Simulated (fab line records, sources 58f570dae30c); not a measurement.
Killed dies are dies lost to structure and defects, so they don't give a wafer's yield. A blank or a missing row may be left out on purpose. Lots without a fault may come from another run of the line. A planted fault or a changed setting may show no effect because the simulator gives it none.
Which tool did it? | flow berkeley_cmos170 | 7 lots, 21 wafers sampled, at 3 steps of a route of 331

WHAT THE GAUGES READ, wafer by wafer
UCB170_M3_CD_MEAS_90: target cd 700 nm.
lot  | measured     | on        | cd_nm (nm)
L558 | day 8 09:46  | cd_sem-02 | 700 707 699
L560 | day 8 22:45  | cd_sem-01 | 694 697 695
L561 | day 9 04:11  | cd_sem-02 | 698 699 699
L565 | day 9 22:33  | cd_sem-01 | 702 704 702
L570 | day 11 10:10 | cd_sem-01 | 706 724 726
L572 | day 11 11:58 | cd_sem-01 | 701 698 698
L573 | day 12 00:17 | cd_sem-01 | 690 703 689

WHICH TOOL RAN EACH LOT (tool, then ch and the chambers of the sampled wafers, then the start)
lot  | UCB170_M3_METAL_ETCH_18           | UCB170_M3_STRIP_19
L558 | rie_metal-03 ch 0,1, day 8 09:25  | plasma_asher-01 ch 0,1, day 8 09:37
L560 | rie_metal-04 ch 0,1, day 8 22:29  | plasma_asher-03 ch 0,1, day 8 22:38
L561 | rie_metal-04 ch 0,1, day 9 03:53  | plasma_asher-02 ch 0,1, day 9 04:05
L565 | rie_metal-03 ch 0,1, day 9 22:15  | plasma_asher-03 ch 0,1, day 9 22:26
L570 | rie_metal-01 ch 0,1, day 11 09:53 | plasma_asher-01 ch 0,1, day 11 10:04
L572 | rie_metal-03 ch 0,1, day 11 11:40 | plasma_asher-01 ch 0,1, day 11 11:52
L573 | rie_metal-03 ch 0,1, day 12 00:00 | plasma_asher-01 ch 0,1, day 12 00:11
- UCB170_M3_METAL_ETCH_18: etches Al in Cl2/BCl3, stops on SiO2, target depth 1170 nm, time 195 s.
- UCB170_M3_STRIP_19: strips in O2.

THE ANSWER, worked out from the rows above alone
Rule: what is usual is taken from the lots themselves. Put in order of their means at a reading, lots are off if they are a third of the lots or fewer, leave a main group of 4 or more, and stand apart from it by a gap of 3 or more times the standard deviation of the main group's means; of several such gaps the widest counts. A main group whose means are all the same, to the digits that the tables above print for the reading, isn't used. A lot without any number at a reading at which 4 lots or more have one is off too. The other lots that the step has rows for count as sound.
Off: L570, at UCB170_M3_CD_MEAS_90 (cd_nm). The main group: mean 699 nm, standard deviation 3.2.
A tool fits if, at a process step before that reading, it ran every lot that is off, and no sound lot after the first of them. The gauges at UCB170_M3_CD_MEAS_90 are tried like those tools. One fits: rie_metal-01 at UCB170_M3_METAL_ETCH_18. It ran no sound lot before its first lot that is off in this sample, so the start can't be narrowed down.

WHAT THE SIMULATOR HAD PUT IN
Process parameter drift: rie_metal-01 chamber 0, from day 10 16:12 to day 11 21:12, at UCB170_M3_METAL_ETCH_18. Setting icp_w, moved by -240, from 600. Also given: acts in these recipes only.
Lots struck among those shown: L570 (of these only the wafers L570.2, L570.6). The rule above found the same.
